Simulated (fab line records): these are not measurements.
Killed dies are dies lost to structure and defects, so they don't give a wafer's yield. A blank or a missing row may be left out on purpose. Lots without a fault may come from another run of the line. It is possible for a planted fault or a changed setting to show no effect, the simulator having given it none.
Check of tool commonality -- flow berkeley cmos170 -- Sampled: 14 lots, 42 wafers

== THE REASON FOR OPENING IT ==
At UCB170_NVT_TW_MEAS_09 the reading NVT_TW is flagged on 2 of 14 lots. Wafers without a fault read 523, standard deviation 4.4.
Rule: a lot gets a flag if all its wafers with a number sit over 4 standard deviations from that mean, or if no wafer of it has a number. The rest of the lots are taken to be sound.

lot,measured,on,"NVT_TW, wafer by wafer",flag
L244,day 7 00:37,film metro-02,517 516 517,
L247,day 7 18:12,film metro-01,518 520 520,
L245,day 7 18:23,film metro-01,523 522 520,
L248,day 7 18:32,film metro-02,515 516 517,
L246,day 7 18:46,film metro-04,528 527 526,
L250,day 8 18:56,film metro-04,527 526 526,
L252,day 9 11:15,film metro-01,516 517 519,
L257,day 10 19:07,film metro-02,483 488 486,FLAGGED
L260,day 11 17:29,film metro-04,488 489 487,FLAGGED
L261,day 12 03:25,film metro-04,525 527 525,
L262,day 12 03:39,film metro-01,519 523 519,
L263,day 12 13:04,film metro-04,525 524 530,
L266,day 12 20:56,film metro-04,526 526 524,
L265,day 12 21:14,film metro-04,524 523 522,
The numbers of the flagged lots are 487 on average: -36 against the usual, or -8 standard deviations.

== LOT BY LOT: THE TOOL USED ==
The record keeps 1 process step preceding the reading, out of 331 steps on the route. Read each cell as the tool, then ch plus the chambers that the sampled wafers visited, then the start.
lot,flag,UCB170_NVT_IMPLANT_07
L244,,"implanter-04 ch 0, day 7 00:23"
L247,,"implanter-04 ch 0, day 7 17:57"
L245,,"implanter-03 ch 0, day 7 18:08"
L248,,"implanter-01 ch 0, day 7 18:17"
L246,,"implanter-04 ch 0, day 7 18:31"
L250,,"implanter-04 ch 0, day 8 18:42"
L252,,"implanter-01 ch 0, day 9 11:00"
L257,FLAGGED,"implanter-01 ch 0, day 10 18:53"
L260,FLAGGED,"implanter-01 ch 0, day 11 17:14"
L261,,"implanter-03 ch 0, day 12 03:12"
L262,,"implanter-04 ch 0, day 12 03:24"
L263,,"implanter-03 ch 0, day 12 12:49"
L266,,"implanter-03 ch 0, day 12 20:41"
L265,,"implanter-04 ch 0, day 12 21:01"
These steps, and what they do:
- UCB170_NVT_IMPLANT_07
- UCB170_NVT_TW_MEAS_09

== FLAGGED AGAINST TOTAL, ONE TOOL AT A TIME (gauges that did the reading follow at the end) ==
step,tool,lots run,flagged,share of the flagged lots,sound lots run after its first flagged lot
UCB170_NVT_IMPLANT_07,implanter-01,4,2,all,0
UCB170_NVT_IMPLANT_07,implanter-03,4,0,none,-
UCB170_NVT_IMPLANT_07,implanter-04,6,0,none,-
UCB170_NVT_TW_MEAS_09,film metro-01,4,0,none,-
UCB170_NVT_TW_MEAS_09,film metro-02,3,1,some,0
UCB170_NVT_TW_MEAS_09,film metro-04,7,1,some,"4 (L261,L263,L266,L265)"

== WHAT IS ALLOWED BY THE TABLE ==
1 row of the table ran every flagged lot: implanter-01 at UCB170_NVT_IMPLANT_07.
- implanter-01 at UCB170_NVT_IMPLANT_07 ran 4 lots, 2 of them flagged. It ran its last sound lot, L252, at day 9 11:00 and its first flagged lot, L257, at day 10 18:53: a fault with its onset between the two fits. Its own readings (dose ions cm2, faraday current uA) fall more than 4 standard deviations out on all wafers of the flagged lots.
implanter-01 at UCB170_NVT_IMPLANT_07 is the single tool remaining.

== WHAT THE SIMULATOR HAD PUT IN ==
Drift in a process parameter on implanter-01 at UCB170_NVT_IMPLANT_07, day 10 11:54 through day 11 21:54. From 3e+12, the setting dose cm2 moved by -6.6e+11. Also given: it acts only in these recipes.
Shown lots that were struck: L257, L260. The rule above reached the same finding.
